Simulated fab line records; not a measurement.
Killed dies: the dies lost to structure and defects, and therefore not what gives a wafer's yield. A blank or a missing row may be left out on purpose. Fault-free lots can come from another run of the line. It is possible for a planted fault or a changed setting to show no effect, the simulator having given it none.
Split-lot experiment + flow rit-cmos + route with 202 steps; 5 lots, 23 wafers read

ON THE SPLIT
At RIT_NRETRO_SOFTBAKE_02 (time 60 s), the setting temp-c was moved away from the recipe's 90 C on 10 of the 23 wafers read, by -3.9% to +1.4%. For the rest of the wafers, this setting stayed at what the recipe calls for.

FROM THE SPLIT TO THE READING: what the file shows between them, 2 steps
- RIT_NRETRO_EXPOSE_03: exposes mask M4, target cd 43900 nm
- RIT_NRETRO_PEB_04

THE READING
NOVOLAK_of_NRETRO_COAT_01.thk-nm (the simulator's own value, which no gauge read), in nm, at RIT_NRETRO_DEVELOP_05 (develop time 68 s). There is no usual value for it anywhere in the file. The 13 wafers here that ran the recipe average 1302 nm, standard deviation 3.2 nm.

| wafer  | tool, chamber at the split | temp-c as run, C | against the recipe | NOVOLAK_of_NRETRO_COAT_01.thk-nm, nm | against lot-mates on the recipe |
|--------|----------------------------|------------------|--------------------|--------------------------------------|---------------------------------|
| L080.3 | litho-track-04, 0          | 90               | recipe             | 1297                                 | -                               |
| L080.5 | litho-track-04, 0          | 90               | recipe             | 1297                                 | -                               |
| L080.4 | litho-track-04, 0          | 90               | recipe             | 1299                                 | -                               |
| L081.1 | litho-track-02, 0          | 90               | recipe             | 1303                                 | -                               |
| L081.2 | litho-track-02, 0          | 90               | recipe             | 1298                                 | -                               |
| L081.4 | litho-track-02, 0          | 86.46            | -3.9%              | 1314                                 | +14                             |
| L081.6 | litho-track-02, 0          | 86.46            | -3.9%              | 1314                                 | +14                             |
| L081.5 | litho-track-02, 0          | 90               | recipe             | 1299                                 | -                               |
| L082.2 | litho-track-02, 0          | 87.26            | -3.0%              | 1316                                 | +13                             |
| L082.3 | litho-track-02, 0          | 87.26            | -3.0%              | 1308                                 | +5                              |
| L082.4 | litho-track-02, 0          | 87.26            | -3.0%              | 1315                                 | +12                             |
| L082.5 | litho-track-02, 0          | 90               | recipe             | 1302                                 | -                               |
| L082.6 | litho-track-02, 0          | 90               | recipe             | 1304                                 | -                               |
| L083.1 | litho-track-02, 0          | 91.24            | +1.4%              | 1295                                 | -8                              |
| L083.2 | litho-track-02, 0          | 90               | recipe             | 1302                                 | -                               |
| L083.3 | litho-track-02, 0          | 90               | recipe             | 1303                                 | -                               |
| L083.4 | litho-track-02, 0          | 91.24            | +1.4%              | 1304                                 | +2                              |
| L083.6 | litho-track-02, 0          | 91.24            | +1.4%              | 1300                                 | -2                              |
| L084.1 | litho-track-02, 0          | 87.22            | -3.1%              | 1319                                 | +13                             |
| L084.2 | litho-track-02, 0          | 87.22            | -3.1%              | 1315                                 | +9                              |
| L084.4 | litho-track-02, 0          | 90               | recipe             | 1305                                 | -                               |
| L084.5 | litho-track-02, 0          | 90               | recipe             | 1305                                 | -                               |
| L084.6 | litho-track-02, 0          | 90               | recipe             | 1307                                 | -                               |

THE FIT
A straight line over all 23 wafers: NOVOLAK_of_NRETRO_COAT_01.thk-nm changes by -3.47 nm for each +1% of temp-c; r = -0.86; the points scatter about the line by 3.6 nm.
The same after taking each lot's own level away (the mean of its wafers on the recipe; 23 wafers): -3.3 nm for each +1%; r = -0.93; scatter 2.4 nm.
On that fit, the largest move of temp-c shifts the reading by 13 nm.
From 1297.7 to 1305.7 nm: that is the span of the lots' own levels, equal to 2.5 times the standard deviation above.
The two slopes are in agreement: the lot-to-lot level therefore moves the slope only a little.
Check: with one of the wafers moved furthest among these (-3.9%) left out of the fit, the line predicts +13.2 nm for it against its lot-mates. It came out at +14 nm against them.

OTHER SPLITS APPLIED TO THESE WAFERS
These wafers also went through other splits before the reading. Each is held against what the fit with the lots' levels taken away leaves over:
| other split on the same wafers | wafers away from the commonest value | r with NOVOLAK_of_NRETRO_COAT_01.thk-nm (lot level and that fit taken away) |
|--------------------------------|--------------------------------------|-----------------------------------------------------------------------------|
| RIT_FOX1_OXIDATION_00 temp-c   | 10                                   | -0.09                                                                       |
| RIT_NWELL_HARDBAKE_07 temp-c   | 5                                    | -0.03                                                                       |

FILE'S OWN FIT
NOVOLAK_of_NRETRO_COAT_01.thk-nm changes by -3.42 nm for each +1% of temp-c, r = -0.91.
